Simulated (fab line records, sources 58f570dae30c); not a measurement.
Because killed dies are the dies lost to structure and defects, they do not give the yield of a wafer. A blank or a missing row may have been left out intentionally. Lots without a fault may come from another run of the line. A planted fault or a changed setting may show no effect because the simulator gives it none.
Which tool is to blame?	flow berkeley cmos170	13 lots, 39 wafers sampled, at 4 steps of a route of 331

WHAT THE GAUGES READ, wafer by wafer
UCB170_M2_OVL_MEAS_16.
lot	measured	on	M2_OVL (nm)
L149	day 7 06:07	overlay-01	-6 -1 -3
L150	day 7 12:13	overlay-01	4 0 0
L151	day 7 12:13	overlay-02	2 4 6
L152	day 7 22:07	overlay-02	-11 -8 -1
L154	day 7 22:22	overlay-01	-1 -3 0
L153	day 7 22:36	overlay-01	4 2 0
L157	day 9 01:44	overlay-01	1 2 -5
L162	day 10 00:59	overlay-01	5 -2 7
L163	day 10 07:10	overlay-01	-13 -5 -2
L167	day 11 09:40	overlay-01	-2 -1 2
L170	day 12 08:23	overlay-01	-6 -8 -12
L171	day 12 16:26	overlay-02	4 -10 -1
L172	day 12 16:41	overlay-01	8 7 6

UCB170_M2_CD_MEAS_90: target cd 700 nm.
lot	measured	on	cd nm (nm)
L149	day 7 06:28	cd sem-01	701 708 706
L150	day 7 12:37	cd sem-02	697 698 695
L151	day 7 12:36	cd sem-01	703 699 698
L152	day 7 22:30	cd sem-02	703 701 703
L154	day 7 22:46	cd sem-01	697 695 694
L153	day 7 22:59	cd sem-02	697 700 696
L157	day 9 02:07	cd sem-02	702 699 698
L162	day 10 01:21	cd sem-01	702 702 699
L163	day 10 07:32	cd sem-01	698 698 697
L167	day 11 10:02	cd sem-02	704 694 695
L170	day 12 08:46	cd sem-01	702 695 699
L171	day 12 16:48	cd sem-01	698 698 698
L172	day 12 17:05	cd sem-01	701 707 706

UCB170_M3_RS_MEAS_02: uses a four-point probe to measure.
lot	measured	on	M3_AL_RS (ohm/sq)
L149	day 7 10:21	film metro-02	0.0322 0.0323 0.0319
L150	day 7 15:31	film metro-03	0.0317 0.0324 0.0320
L151	day 7 16:52	film metro-01	0.0326 0.0322 0.0321
L152	day 8 01:11	film metro-01	0.0327 0.0323 0.0318
L154	day 8 01:52	film metro-03	0.0319 0.0318 0.0315
L153	day 8 02:05	film metro-02	0.0325 0.0326 0.0326
L157	day 9 04:52	film metro-03	0.0331 0.0324 0.0323
L162	day 10 04:08	film metro-02	0.0310 0.0307 0.0312 0.0310 0.0307 0.0311
L163	day 10 10:10	film metro-03	0.0327 0.0324 0.0324
L167	day 11 12:37	film metro-03	0.0329 0.0327 0.0327
L170	day 12 11:35	film metro-01	0.0321 0.0321 0.0315
L171	day 12 19:25	film metro-02	0.0311 0.0313 0.0319
L172	day 12 19:47	film metro-01	0.0328 0.0320 0.0320

WHAT TOOL EACH LOT RAN ON (gives the tool, then ch and the chambers of the sampled wafers, and finally the start)
lot	UCB170_M3_SPUTTER_01
L149	pvd sputter-02, day 7 10:16
L150	pvd sputter-01, day 7 15:23
L151	pvd sputter-02, day 7 16:46
L152	pvd sputter-03, day 8 01:04
L154	pvd sputter-02, day 8 01:45
L153	pvd sputter-01, day 8 01:57
L157	pvd sputter-03, day 9 04:46
L162	pvd sputter-02, day 10 04:01
L163	pvd sputter-01, day 10 10:03
L167	pvd sputter-03, day 11 12:32
L170	pvd sputter-03, day 12 11:27
L171	pvd sputter-03, day 12 19:20
L172	pvd sputter-01, day 12 19:40
- UCB170_M3_SPUTTER_01: material Al, target thk 900 nm, time 120 s.

WHAT THE TOOLS THEMSELVES READ (means of the sampled wafers that have a number; where no wafer has one, the mark that the record gives instead)
UCB170_M3_SPUTTER_01.
lot	tool	throttle valve pct (%)
L149	pvd sputter-02	30.0
L150	pvd sputter-01	30.6
L151	pvd sputter-02	30.1
L152	pvd sputter-03	31.3
L154	pvd sputter-02	29.8
L153	pvd sputter-01	29.5
L157	pvd sputter-03	32.1
L162	pvd sputter-02	30.4
L163	pvd sputter-01	30.2
L167	pvd sputter-03	30.3
L170	pvd sputter-03	30.6
L171	pvd sputter-03	30.8
L172	pvd sputter-01	30.6

THE ANSWER, worked out from the rows above alone
Rule: usual is defined by the lots themselves. Put in order of their means at a reading, lots are off if they are a third of the lots or fewer, leave a main group of 4 or more, and stand apart from it by a gap of 3 or more times the standard deviation of the main group's means; of several such gaps the widest counts. The tables above print the reading to a certain number of digits; a main group whose means all agree to those digits is not used. A lot without any number at a reading at which 4 lots or more have one is off too. Where the step has rows for the other lots, those lots are counted as sound. After the gauges, taken in route order, come the tools' own readings; for these a lot's mean is taken, as printed above. The first step at which some lot is off is used, and at that step the reading that is off furthest; a lot without a number counts as furthest.
No lot is off at any reading shown: from this, nothing can be told.

WHAT THE SIMULATOR PUT IN
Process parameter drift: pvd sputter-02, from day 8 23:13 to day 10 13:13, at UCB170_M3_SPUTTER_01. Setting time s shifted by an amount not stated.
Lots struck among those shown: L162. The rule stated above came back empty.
